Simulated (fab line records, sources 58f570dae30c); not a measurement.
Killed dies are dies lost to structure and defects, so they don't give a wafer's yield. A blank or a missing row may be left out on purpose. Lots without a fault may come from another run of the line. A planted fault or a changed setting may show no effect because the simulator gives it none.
fab line records | flow berkeley_cmos170
record lots=6 wafers=18 last_day=12
route steps=331 shown M2@290 V2@292
lots that met no fault: from a run of the same line without faults
start_h: hours from the record's first day to the start of the lot's first wafer shown | wait_h: hours since the lot's step before | " the same as in the row above | L1.1+2: a row that stands for several wafers | - no value, or no start given | * or withheld: withheld | < > ~ a bound
route shown NAME@n: a module of which the file shows steps, and the number in the route of the first | usual: mean/standard deviation of fault-free wafers | same: alike in all rows | chamber/n: place in a boat | sites: the reading at each site | _std_site: their standard deviation | _edge_site: outer sites' mean less inner sites' | radius_mm: how far each site lies from the wafer's centre | mask NAME#n: copy n | behind: the tool/chamber that last shaped the wafer | hold: why the lot was held/for how many hours/how that ended | device: the transistor (n, p or np) that didn't switch | end of line: the same wafers' tests at the end of the route | a step without rows: its recipe alone | killed: dies lost to structure and defects at the first sort, not the wafer's yield | map: a wafer's dies, x killed, . not, _ none there
set.NAME: the setting as run; set.NAME@STEP: as run at that earlier step | model.NAME: the simulator's own value behind a step, which no gauge read
lots at some steps of the route; a table a step, a row a wafer
services: from which hour (start_h, from the record's first day; less than 0 if before it) a tool's chamber was out of use, for how many hours, and why
## steps
# step UCB170_M2_STRIP_19
# recipe chemistry=O2 power_w=400 pressure_mtorr=3500 platen_temp_c=withheld o2_flow_sccm=400 overash_fraction=0.5
# usual drypump_motor_current_A=5.8/0.42 oes_product_au=0.538/0.015
# columns lot.wafer tool chamber start_h wait_h drypump_motor_current_A oes_product_au rf_hours_counter_h
L138.3 plasma_asher-02 1 166.76 0.1 6.6 0.530 -
L138.4 " 0 " " 5.8 0.539 -
L138.5 " 0 " " 5.8 0.539 -
L141.3 plasma_asher-03 1 185.30 0.1 5.5 0.523 -
L141.4 " 0 " " 6.0 0.527 -
L141.5 " 0 " " 6.0 0.529 -
L142.2 plasma_asher-01 1 185.55 0.1 5.5 0.560 50
L142.4 " 1 " " 5.5 0.555 -
L142.5 " 1 " " 5.5 0.571 -
L148.2 plasma_asher-03 1 224.55 0.1 5.5 0.545 53
L148.3 " 1 " " 5.5 0.551 -
L148.4 " 0 " " 6.0 0.539 -
L156.3 plasma_asher-02 1 262.08 0.1 6.5 0.517 -
L156.4 " 0 " " 5.8 0.507 -
L156.6 " 0 " " 5.8 0.517 -
L159.2 plasma_asher-02 1 269.60 0.1 6.5 0.517 48
L159.5 " 1 " " 6.5 0.517 -
L159.6 " 0 " " 5.8 0.526 -
# step UCB170_M2_CD_MEAS_90
# recipe target_cd_nm=700
# usual cd_nm=700.9/2.1
# columns lot.wafer tool chamber start_h wait_h cd_nm
L138.3 cd_sem-02 - 167.07 0.3 699.3
L138.4 " - " " 702.1
L138.5 " - " " 703.3
L141.3 cd_sem-01 - 185.41 0.1 700.1
L141.4 " - " " 701.5
L141.5 " - " " 699.4
L142.2 cd_sem-02 - 185.67 0.1 697.4
L142.4 " - " " 697.9
L142.5 " - " " 697.3
L148.2 cd_sem-02 - 224.67 0.1 701.4
L148.3 " - " " 704.4
L148.4 " - " " 698.5
L156.3 cd_sem-01 - 262.18 0.1 704.8
L156.4 " - " " 703.2
L156.6 " - " " 704.0
L159.2 cd_sem-01 - 269.72 0.1 700.6
L159.5 " - " " 700.0
L159.6 " - " " 699.5
# step UCB170_V2_CVD_00
# recipe material=SiO2 target_thk_nm=2000 temp_c=390 precursor=TEOS/O2 time_s=250 rf_w=550 pressure_mtorr=9000
# usual heater_power_w=273/55
# columns lot.wafer tool chamber start_h wait_h heater_power_w
L138.3 pecvd-01 0 167.15 0.1 248
L138.4 " 0 " " 301
L138.5 " 1 " " 305
L141.3 pecvd-04 0 185.49 0.1 304
L141.4 " 0 " " 237
L141.5 " 2 " " 196
L142.2 pecvd-03 0 185.77 0.1 209
L142.4 " 0 " " 251
L142.5 " 2 " " 348
L148.2 pecvd-04 1 224.77 0.1 285
L148.3 " 2 " " 247
L148.4 " 2 " " 196
L156.3 pecvd-03 1 262.26 0.1 312
L156.4 " 0 " " 160
L156.6 " 1 " " 241
L159.2 pecvd-01 1 269.82 0.1 392
L159.5 " 2 " " 208
L159.6 " 1 " " 307
# step UCB170_V2_THK_MEAS_01
# recipe reads=SiO2_of_V2_CVD_00
# usual V2_TEOS_THK=1994/25
# columns lot.wafer tool chamber start_h wait_h V2_TEOS_THK[nm]
L138.3 film_metro-01 - 167.32 0.1 1964
L138.4 " - " " 1993
L138.5 " - " " 2010
L141.3 film_metro-04 - 185.67 0.1 1966
L141.4 " - " " 2012
L141.5 " - " " 2016
L142.2 film_metro-01 - 185.93 0.1 1980
L142.4 " - " " 2015
L142.5 " - " " 2023
L148.2 film_metro-01 - 224.94 0.1 1976
L148.3 " - " " 1976
L148.4 " - " " 2011
L156.3 film_metro-01 - 262.44 0.1 1988
L156.4 " - " " 2008
L156.6 " - " " 2023
L159.2 film_metro-02 - 269.99 0.1 1973
L159.5 " - " " 2019
L159.6 " - " " 2010
# step UCB170_V2_CMP_02
# recipe material=SiO2 down_force_psi=6 platen_rpm=60 pad_velocity_m_s=0.75398
# usual edge_zone_pressure_frac=1.000/0.0047 motor_current_A=15.9/2 platen_rpm=60.00/0.042
# columns lot.wafer tool chamber start_h wait_h edge_zone_pressure_frac motor_current_A platen_rpm
L138.3 cmp-01 1 167.46 0.1 0.993 18.6 60.00
L138.4 " 2 " " 0.997 12.0 59.97
L138.5 " 3 " " 1.009 16.2 59.97
L141.3 cmp-01 2 185.81 0.1 1.000 12.3 60.06
L141.4 " 3 " " 1.000 15.5 59.97
L141.5 " 1 " " 1.005 17.8 60.01
L142.2 cmp-01 3 186.01 0.1 0.999 16.7 60.06
L142.4 " 0 " " 1.000 16.3 60.00
L142.5 " 0 " " 0.999 16.6 60.00
L148.2 cmp-01 1 224.99 0.0 0.995 18.3 60.01
L148.3 " 3 " " 0.997 15.6 59.95
L148.4 " 0 " " 0.997 16.0 59.99
L156.3 cmp-01 1 262.53 0.1 1.005 18.3 60.01
L156.4 " 3 " " 0.998 16.2 59.95
L156.6 " 1 " " 1.007 18.6 60.01
L159.2 cmp-02 0 270.11 0.1 0.999 16.9 59.95
L159.5 " 3 " " 1.000 16.7 59.96
L159.6 " 0 " " 1.001 16.6 59.91
# step UCB170_V2_BOW_MEAS_03
# recipe mode=bow
# usual V2_BOW=37/7.1
# columns lot.wafer tool chamber start_h wait_h V2_BOW[um]
L138.3 film_metro-04 - 167.70 0.2 24
L138.4 " - " " 31
L138.5 " - " " 40
L141.3 film_metro-04 - 186.05 0.2 23
L141.4 " - " " 38
L141.5 " - " " 33
L142.2 film_metro-01 - 186.33 0.3 46
L142.4 " - " " 40
L142.5 " - " " 35
L148.2 film_metro-01 - 225.31 0.3 38
L148.3 " - " " 38
L148.4 " - " " 35
L156.3 film_metro-04 - 262.82 0.2 43
L156.4 " - " " 32
L156.6 " - " " 35
L159.2 film_metro-01 - 270.38 0.2 39
L159.5 " - " " 39
L159.6 " - " " 39
# step UCB170_V2_THK_MEAS_04
# recipe reads=SiO2_of_V2_CVD_00
# usual V2_POLISHED_THK=999.9/1.4
# columns lot.wafer tool chamber start_h wait_h V2_POLISHED_THK[nm]
L138.3 film_metro-04 - 167.80 0.1 997.5
L138.4 " - " " 997.9
L138.5 " - " " 999.3
L141.3 film_metro-04 - 186.15 0.1 999.3
L141.4 " - " " 1001.2
L141.5 " - " " 999.7
L142.2 film_metro-01 - 186.44 0.1 998.7
L142.4 " - " " 1000.8
L142.5 " - " " 1000.1
L148.2 film_metro-01 - 225.42 0.1 1000.0
L148.3 " - " " 1000.3
L148.4 " - " " 1000.6
L156.3 film_metro-04 - 262.92 0.1 1001.6
L156.4 " - " " 1001.1
L156.6 " - " " 1000.6
L159.2 film_metro-01 - 270.49 0.1 1002.9
L159.5 " - " " 1000.0
L159.6 " - " " 1001.5
# step UCB170_V2_CLEAN_05
# recipe chemistry=DIW
# step UCB170_V2_HMDS_06
# recipe prime_time_s=60 prime_temp_c=100
# step UCB170_V2_COAT_07
# recipe resist=KrF spin_rpm=1500 resist_thk_nm=900
# step UCB170_V2_SOFTBAKE_08
# recipe resist=KrF temp_c=130 time_s=60
# step UCB170_V2_EXPOSE_09
# recipe mask_id=VIA2 target_cd_nm=700 na=0.5 sigma_outer=0.6 source_shape=conventional dose_mj=37
# step UCB170_V2_PEB_10
# recipe peb_temp_c=130 peb_time_s=withheld resist=KrF
# usual chill_plate_temp_C=23.00/0.12 exhaust_pa=45.0/0.9
# columns lot.wafer tool chamber start_h wait_h chill_plate_temp_C exhaust_pa
L138.3 litho_track-01 0 169.35 0.5 22.88 46.5
L138.4 " 0 " " 22.81 46.4
L138.5 " 0 " " 22.81 45.2
L141.3 litho_track-02 - 190.57 0.2 - -
L141.4 " - " " - -
L141.5 " - " " - -
L142.2 litho_track-03 - 190.79 0.3 - -
L142.4 " - " " - -
L142.5 " - " " - -
L148.2 litho_track-03 0 226.79 0.2 22.89 44.4
L148.3 " 0 " " 22.79 44.4
L148.4 " 0 " " 22.95 44.9
L156.3 litho_track-02 0 264.35 0.1 23.01 45.4
L156.4 " 0 " " 22.85 45.5
L156.6 " 0 " " 22.81 46.3
L159.2 litho_track-02 0 271.52 0.3 22.97 43.7
L159.5 " 0 " " 22.89 44.8
L159.6 " 0 " " 22.87 45.7
# step UCB170_V2_DEVELOP_11
# recipe developer=TMAH develop_time_s=45 resist=KrF dev_temp_c=21
## services
# columns tool chamber start_h hours kind
pecvd-01 - 144.76 0.8 pm
cmp-01 - 147.43 0.7 repair
pecvd-03 - 147.91 1.8 repair
cmp-02 - 165.34 4.8 pm
pecvd-01 0 183.62 17.4 repair
cmp-02 - 184.86 4.0 repair
pecvd-03 1 195.57 27.0 repair
pecvd-04 0 197.84 6.6 repair
plasma_asher-02 - 206.09 1.5 repair
pecvd-03 1 211.05 - calibration
pecvd-04 - 218.55 0.7 repair
cmp-02 - 222.77 1.0 repair
pecvd-03 1 223.71 23.0 repair
cmp-01 - 228.88 4.2 repair
cmp-02 - 232.00 4.0 pm
pecvd-01 - 237.33 0.7 repair
plasma_asher-02 - 242.49 5.4 repair
pecvd-01 - 242.50 14.0 pm
pecvd-01 0 242.50 14.0 vent_cycle
pecvd-01 1 242.50 14.0 vent_cycle
plasma_asher-01 - 248.32 14.6 pm
cmp-02 - 261.26 1.7 repair
pecvd-03 - 261.50 0.5 repair
cmp-02 - 265.81 0.8 repair
## key
first_sign step=UCB170_V2_PEB_10 reading=tool_record direction=missing
effect none on later readings
met_at UCB170_V2_PEB_10
struck_wafers L141.3,L141.4,L141.5,L142.2,L142.4,L142.5
later_rows_left_out L141.3,L141.4,L141.5,L142.2,L142.4,L142.5
sort_left_out L141.3,L141.4,L141.5,L142.2,L142.4,L142.5
fault kind=skipped_step_whole tool=litho_track-02,litho_track-03 chamber=- onset_h=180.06 steps=UCB170_V2_PEB_10 scope=struck_lots_only
# sort_left_out: the simulated sort isn't trusted on such a fault, so these wafers' sort isn't shown, and their yield isn't known
# later_rows_left_out: the simulator's readings of these wafers behind a module that went badly wrong aren't trusted and aren't shown, but for the sort
